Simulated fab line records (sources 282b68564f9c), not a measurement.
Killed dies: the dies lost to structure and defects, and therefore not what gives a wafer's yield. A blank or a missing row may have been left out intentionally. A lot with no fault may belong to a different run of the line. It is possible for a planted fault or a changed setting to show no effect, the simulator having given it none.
fab line records ; flow ritCmos
record lots=5; wafers=15; lastDay=7
route steps=202 shown PRETRO@72 GATE@75 FOX2@80
lots that met no fault: from a run of the same line without faults
startH: the number of hours between the record's first day and the start of the first shown wafer of the lot ; waitH: hours from the lot's prior step to this one ; " repeats the value in the row above ; L1.1+2: a single row standing in for several wafers ; - no value, or no start given ; * or withheld: withheld ; < > ~ a bound
route shown NAME@n: a module of which the file shows steps, and the number in the route of the first ; usual: mean/standard deviation of fault-free wafers ; same: alike in all rows ; chamber/n: place in a boat ; sites: per-site readings ; _std_site: how widely they spread, as a standard deviation ; _edge_site: outer sites' mean less inner sites' ; radiusMm: for every site, how far away it sits from the centre of the wafer ; mask NAME#n: copy n ; behind: the most recent tool/chamber to have shaped the wafer ; hold: why the lot went on hold/how many hours it stayed there/how the hold came to an end ; device: whichever transistor did not switch (one of n, p or np) ; end of line: the route-end tests of the same wafers ; a step given without rows: its recipe and nothing more ; killed: count of dies lost to structure and defects at first sort (not the wafer's yield) ; map: dies across one wafer; x = killed, . = not, _ = none there
set.NAME: the setting that was run; set.NAME@STEP: the one run at that earlier step ; model.NAME: the simulator's own value behind a step, which no gauge read
lots at some steps of the route; a table a step, a row a wafer
services: from which hour (startH, from the record's first day; less than 0 if before it) a tool's chamber was out of use, for how many hours, and why
## steps
# step RIT_PRETRO_IMPLANT_08
# recipe species=B; energyKev=45; doseCm2=1.2e+13; tiltDeg=7
# step RIT_PRETRO_STRIP_09
# recipe chemistry=O2; timeS=180; resist=NOVOLAK; platenTempC=withheld; powerW=500; pressureMtorr=4000; o2FlowSccm=4000
# usual drypumpMotorCurrentA=6.0/0.41
lot.wafer;tool;chamber;startH;waitH;drypumpMotorCurrentA;rfHoursCounterH
L807.1;plasmaAsher-02;0;32.00;0.1;6.2;38
L807.5;plasmaAsher-02;1;32.00;0.1;5.5;-
L807.6;plasmaAsher-02;0;32.00;0.1;6.2;-
L810.1;plasmaAsher-01;0;47.00;0.1;6.5;24
L810.4;plasmaAsher-01;0;47.00;0.1;6.5;-
L810.6;plasmaAsher-01;0;47.00;0.1;6.5;-
L816.1;plasmaAsher-02;0;79.07;0.1;6.2;43
L816.5;plasmaAsher-02;0;79.07;0.1;6.2;-
L816.6;plasmaAsher-02;1;79.07;0.1;5.5;-
L821.2;plasmaAsher-03;0;105.74;0.1;5.4;45
L821.3;plasmaAsher-03;0;105.74;0.1;5.4;-
L821.4;plasmaAsher-03;1;105.74;0.1;6.4;-
L825.2;plasmaAsher-02;0;126.98;0.1;6.2;48
L825.4;plasmaAsher-02;1;126.98;0.1;5.5;-
L825.6;plasmaAsher-02;1;126.98;0.1;5.5;-
# step RIT_PRETRO_TW_MEAS_10
# usual PRETRO_TW=471/4.9
lot.wafer;tool;chamber;startH;waitH;PRETRO_TW
L807.1;filmMetro-03;-;32.17;0.1;466
L807.5;filmMetro-03;-;32.17;0.1;465
L807.6;filmMetro-03;-;32.17;0.1;467
L810.1;filmMetro-04;-;47.18;0.1;475
L810.4;filmMetro-04;-;47.18;0.1;474
L810.6;filmMetro-04;-;47.18;0.1;477
L816.1;filmMetro-03;-;79.24;0.1;464
L816.5;filmMetro-03;-;79.24;0.1;467
L816.6;filmMetro-03;-;79.24;0.1;468
L821.2;filmMetro-04;-;105.93;0.1;474
L821.3;filmMetro-04;-;105.93;0.1;476
L821.4;filmMetro-04;-;105.93;0.1;474
L825.2;filmMetro-02;-;127.16;0.1;473
L825.4;filmMetro-02;-;127.16;0.1;472
L825.6;filmMetro-02;-;127.16;0.1;475
# step RIT_GATE_WET_ETCH_00
# recipe chemistry=BOE; target=SiO2; targetDepthNm=56; timeS=60; dry=n2Spin; dilution=10:1; tempC=21.5
# step RIT_GATE_CLEAN_01
# recipe chemistry=SC1; mix=3:3:50; timeS=600; tempC=75
# step RIT_GATE_CLEAN_02
# recipe chemistry=dHF; dilution=50:1; timeS=30
# step RIT_GATE_CLEAN_03
# recipe chemistry=SC2; mix=3:3:50; timeS=600; tempC=75; dry=n2Spin
# step RIT_GATE_CLEAN_04
# recipe chemistry=dHF; dilution=50:1; timeS=60; dry=n2Spin
# step RIT_FOX2_THK_MEAS_91
# recipe reads=SiO2_of_FOX2_OXIDATION_00
# usual FIELD_OXIDE_LEFT_2_THK=253/5.8
lot.wafer;tool;chamber;startH;waitH;FIELD_OXIDE_LEFT_2_THK[nm]
L807.1;filmMetro-01;-;32.67;0.0;261
L807.5;filmMetro-01;-;32.67;0.0;256
L807.6;filmMetro-01;-;32.67;0.0;258
L810.1;filmMetro-01;-;47.70;0.0;254
L810.4;filmMetro-01;-;47.70;0.0;255
L810.6;filmMetro-01;-;47.70;0.0;255
L816.1;filmMetro-03;-;79.77;0.0;252
L816.5;filmMetro-03;-;79.77;0.0;248
L816.6;filmMetro-03;-;79.77;0.0;252
L821.2;filmMetro-03;-;106.40;0.0;255
L821.3;filmMetro-03;-;106.40;0.0;254
L821.4;filmMetro-03;-;106.40;0.0;260
L825.2;filmMetro-03;-;127.64;0.0;249
L825.4;filmMetro-03;-;127.64;0.0;247
L825.6;filmMetro-03;-;127.64;0.0;249
# step RIT_GATE_OXIDATION_05
# recipe tempC=900; ambient=O2; targetThkA=30; oxTimeS=270
# step RIT_GATE_ANNEAL_06
# recipe tempC=900; timeS=600; ambient=N2O
# step RIT_GATE_THK_MEAS_07
# recipe reads=SiO2_of_GATE_OXIDATION_05
# usual GATE_OXIDE_THK=3.00/0.061
lot.wafer;tool;chamber;startH;waitH;GATE_OXIDE_THK[nm]
L807.1;filmMetro-03;-;34.39;0.0;2.99
L807.5;filmMetro-03;-;34.39;0.0;3.00
L807.6;filmMetro-03;-;34.39;0.0;3.00
L810.1;filmMetro-03;-;49.44;0.0;3.07
L810.4;filmMetro-03;-;49.44;0.0;3.05
L810.6;filmMetro-03;-;49.44;0.0;2.99
L816.1;filmMetro-02;-;81.16;0.0;3.10
L816.5;filmMetro-02;-;81.16;0.0;3.05
L816.6;filmMetro-02;-;81.16;0.0;3.12
L821.2;filmMetro-03;-;110.98;0.0;2.87
L821.3;filmMetro-03;-;110.98;0.0;2.91
L821.4;filmMetro-03;-;110.98;0.0;3.03
L825.2;filmMetro-03;-;132.63;0.0;2.97
L825.4;filmMetro-03;-;132.63;0.0;3.02
L825.6;filmMetro-03;-;132.63;0.0;2.97
# step RIT_GATE_CVD_08
# recipe material=poly-Si; targetThkNm=250; tempC=610; precursor=SiH4; timeS=2220; pressureMtorr=300; sih4FlowSccm=100
lot.wafer;tool;chamber;startH;waitH;model.poly-Si_of_GATE_CVD_08.thkNm
L807.1;lpcvd-01;1;34.74;0.3;252.9
L807.5;lpcvd-01;1;34.74;0.3;250.4
L807.6;lpcvd-01;1;34.74;0.3;250.6
L810.1;lpcvd-02;1;49.50;0.1;248.7
L810.4;lpcvd-02;1;49.50;0.1;248.3
L810.6;lpcvd-02;1;49.50;0.1;248.1
L816.1;lpcvd-02;1;81.22;0.1;312.3
L816.5;lpcvd-02;1;81.22;0.1;314.6
L816.6;lpcvd-02;1;81.22;0.1;314.9
L821.2;lpcvd-01;0;111.03;0.0;251.7
L821.3;lpcvd-01;0;111.03;0.0;252.5
L821.4;lpcvd-01;0;111.03;0.0;251.5
L825.2;lpcvd-01;0;133.82;1.2;251.9
L825.4;lpcvd-01;0;133.82;1.2;254
L825.6;lpcvd-01;0;133.82;1.2;251.2
# step RIT_GATE_THK_MEAS_09
# recipe reads=poly-Si_of_GATE_CVD_08
# usual GATE_POLY_THK=250.8/2
lot.wafer;tool;chamber;startH;waitH;GATE_POLY_THK[nm]
L807.1;filmMetro-01;-;36.36;0.0;253.2
L807.5;filmMetro-01;-;36.36;0.0;250.5
L807.6;filmMetro-01;-;36.36;0.0;250.8
L810.1;filmMetro-03;-;51.12;0.0;248.7
L810.4;filmMetro-03;-;51.12;0.0;248.0
L810.6;filmMetro-03;-;51.12;0.0;247.9
L816.1;filmMetro-01;-;82.84;0.0;312.4
L816.5;filmMetro-01;-;82.84;0.0;314.7
L816.6;filmMetro-01;-;82.84;0.0;314.9
L821.2;filmMetro-03;-;112.66;0.0;251.6
L821.3;filmMetro-03;-;112.66;0.0;252.8
L821.4;filmMetro-03;-;112.66;0.0;251.4
L825.2;filmMetro-02;-;135.44;0.0;251.9
L825.4;filmMetro-02;-;135.44;0.0;254.0
L825.6;filmMetro-02;-;135.44;0.0;251.2
# step RIT_GATE_HMDS_10
# recipe primeTimeS=60; primeTempC=140
# step RIT_GATE_COAT_11
# recipe resist=NOVOLAK; spinRpm=4250; resistThkNm=850
# step RIT_GATE_SOFTBAKE_12
# recipe resist=NOVOLAK; tempC=90; timeS=60
# step RIT_GATE_EXPOSE_13
# recipe maskId=M6; na=0.6; sourceShape=conventional; sigmaOuter=0.6; targetCdNm=150; doseMj=380
# step RIT_GATE_PEB_14
# recipe resist=NOVOLAK; tempC=withheld; timeS=withheld
# step RIT_GATE_DEVELOP_15
# recipe resist=NOVOLAK; developTimeS=50; devTempC=23
# step RIT_GATE_CD_MEAS_16
# recipe targetCdNm=150
# usual cdNm=150.3/2.6
lot.wafer;tool;chamber;startH;waitH;cdNm
L807.1;cdSem-02;-;37.27;-;150.2
L807.5;cdSem-02;-;37.27;-;152.4
L807.6;cdSem-02;-;37.27;-;152.6
L810.1;cdSem-01;-;52.16;-;147.1
L810.4;cdSem-01;-;52.16;-;148.7
L810.6;cdSem-01;-;52.16;-;147.9
L816.1;cdSem-01;-;83.87;-;151.1
L816.5;cdSem-01;-;83.87;-;150.9
L816.6;cdSem-01;-;83.87;-;148.8
L821.2;cdSem-01;-;113.58;-;150.3
L821.3;cdSem-01;-;113.58;-;151.9
L821.4;cdSem-01;-;113.58;-;147.9
L825.2;cdSem-01;-;136.73;-;151.0
L825.4;cdSem-01;-;136.73;-;152.0
L825.6;cdSem-01;-;136.73;-;150.1
# step RIT_GATE_OVL_MEAS_17
# usual GATE_OVL=-0.3/1.3
lot.wafer;tool;chamber;startH;waitH;GATE_OVL[nm]
L807.1;overlay-01;-;37.39;0.1;1.2
L807.5;overlay-01;-;37.39;0.1;-1.4
L807.6;overlay-01;-;37.39;0.1;-1.0
L810.1;overlay-01;-;52.28;0.1;0.2
L810.4;overlay-01;-;52.28;0.1;0.3
L810.6;overlay-01;-;52.28;0.1;-1.9
L816.1;overlay-02;-;83.99;0.1;0.6
L816.5;overlay-02;-;83.99;0.1;-0.3
L816.6;overlay-02;-;83.99;0.1;0.1
L821.2;overlay-01;-;113.68;0.1;0.9
L821.3;overlay-01;-;113.68;0.1;-0.1
L821.4;overlay-01;-;113.68;0.1;0.2
L825.2;overlay-01;-;136.84;0.1;-1.5
L825.4;overlay-01;-;136.84;0.1;-1.9
L825.6;overlay-01;-;136.84;0.1;-1.4
# step RIT_GATE_HARDBAKE_18
# recipe resist=NOVOLAK; tempC=140; timeS=60
# step RIT_GATE_ETCH_19
# recipe chemistry=SF6/CHF3/O2; timeS=165; SF6_flow_sccm=30; CHF3_flow_sccm=30; O2_flow_sccm=5; target=poly-Si; pressureMtorr=40; rfW=160; targetDepthA=3125; overEtchFrac=0.25; stopOn=SiO2
# usual drypumpMotorCurrentA=5.6/0.32; oesProductAu=0.858/0.013; throttleValvePct=10.21/0.15
lot.wafer;tool;chamber;startH;waitH;drypumpMotorCurrentA;oesProductAu;rfHoursCounterH;throttleValvePct;model.GATE.featureDepthNm;model.etch.depthNm
L807.1;rieSi-02;1;37.57;0.1;6.1;0.870;2;10.11;252.9;252.9
L807.5;rieSi-02;1;37.57;0.1;6.1;0.873;-;10.11;250.4;250.4
L807.6;rieSi-02;0;37.57;0.1;5.6;0.837;-;10.17;250.6;250.6
L810.1;rieSi-01;0;52.46;0.1;5.3;0.857;2;10.39;248.7;248.7
L810.4;rieSi-01;1;52.46;0.1;5.4;0.844;-;9.92;248.3;248.3
L810.6;rieSi-01;2;52.46;0.1;6.1;0.854;-;10.26;248.1;248.1
L816.1;rieSi-01;2;84.18;0.1;6.1;1.000;98;10.27;311.7;311.7
L816.5;rieSi-01;2;84.18;0.1;6.1;1.008;-;10.26;314.4;314.4
L816.6;rieSi-01;1;84.18;0.1;5.3;0.979;-;9.90;306.5;306.5
L821.2;rieSi-02;2;113.86;0.1;5.6;0.859;116;10.24;251.7;251.7
L821.3;rieSi-02;3;113.86;0.1;5.3;0.864;2;10.42;252.5;252.5
L821.4;rieSi-02;0;113.86;0.1;5.7;0.833;56;10.18;251.5;251.5
L825.2;rieSi-01;3;137.02;0.1;5.5;0.872;112;10.30;251.9;251.9
L825.4;rieSi-01;1;137.02;0.1;5.3;0.861;87;9.92;254;254
L825.6;rieSi-01;1;137.02;0.1;5.3;0.843;-;9.92;251.2;251.2
# step RIT_GATE_STRIP_20
# recipe chemistry=O2; timeS=180; resist=NOVOLAK; platenTempC=withheld; powerW=500; pressureMtorr=4000; o2FlowSccm=4000
# usual drypumpMotorCurrentA=5.9/0.38
lot.wafer;tool;chamber;startH;waitH;drypumpMotorCurrentA;rfHoursCounterH
L807.1;plasmaAsher-04;1;37.68;0.1;5.7;42
L807.5;plasmaAsher-04;1;37.68;0.1;5.8;-
L807.6;plasmaAsher-04;0;37.68;0.1;5.9;-
L810.1;plasmaAsher-02;0;52.57;0.1;6.2;40
L810.4;plasmaAsher-02;0;52.57;0.1;6.2;-
L810.6;plasmaAsher-02;0;52.57;0.1;6.2;-
L816.1;plasmaAsher-02;0;84.29;0.1;6.2;44
L816.5;plasmaAsher-02;1;84.29;0.1;5.5;-
L816.6;plasmaAsher-02;0;84.29;0.1;6.2;-
L821.2;plasmaAsher-02;1;113.97;0.1;5.5;47
L821.3;plasmaAsher-02;0;113.97;0.1;6.2;-
L821.4;plasmaAsher-02;1;113.97;0.1;5.5;-
L825.2;plasmaAsher-04;0;137.12;0.1;5.9;52
L825.4;plasmaAsher-04;1;137.12;0.1;5.7;-
L825.6;plasmaAsher-04;1;137.12;0.1;5.8;-
## services
tool;chamber;startH;hours;kind
plasmaAsher-01;-;18.18;1.8;repair
rieSi-01;3;19.07;45.1;repair
plasmaAsher-01;-;19.20;6.0;repair
rieSi-01;-;23.55;4.3;pm
plasmaAsher-02;-;43.78;0.9;repair
lpcvd-02;-;47.24;0.4;repair
rieSi-02;-;49.03;0.3;repair
plasmaAsher-03;-;56.69;2.8;pm
lpcvd-01;-;61.69;1.1;repair
rieSi-01;0;78.93;11.9;repair
plasmaAsher-03;-;108.75;9.0;pm
plasmaAsher-03;0;108.75;9.0;ventCycle
plasmaAsher-03;1;108.75;9.0;ventCycle
plasmaAsher-03;0;117.75;-;clean
plasmaAsher-03;1;117.75;-;clean
## key
firstSign step=RIT_GATE_THK_MEAS_09; reading=GATE_POLY_THK; direction=up; sigmas=32; usual=250.8; struck=314.0
effect step=RIT_GATE_ETCH_19; reading=oesProductAu; direction=up; sigmas=10; usual=0.858; struck=0.996
modelEffect step=RIT_GATE_CVD_08; value=poly-Si_of_GATE_CVD_08.thkNm; without=249; struck=313.9
modelEffect step=RIT_GATE_ETCH_19; value=GATE.featureDepthNm; without=249; struck=310.9
metAt RIT_GATE_CVD_08
struckWafers L816.1,L816.5,L816.6
laterRowsLeftOut L816.6
sortLeftOut L816.1,L816.5,L816.6
testerLeftOut L816
onsetBetween 49.50 81.22
fault kind=processParameterDrift; tool=lpcvd-02; chamber=1; onsetH=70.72; steps=RIT_GATE_CVD_08; channel=timeS; offset=*; shape=step; endH=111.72; actsIn=*; stated=*
# testerLeftOut: of these lots the tester's yield and bins aren't shown, on N5 and GAA mostly nor the transistor test; their killed dies are dies lost to structure and defects alone, not to doping, threshold or leakage, so they don't give the yield
# sortLeftOut: the simulated sort isn't trusted on such a fault, so these wafers' sort isn't shown, and their yield isn't known
# laterRowsLeftOut: the simulator's readings of these wafers behind a module that went badly wrong aren't trusted and aren't shown, but for the sort
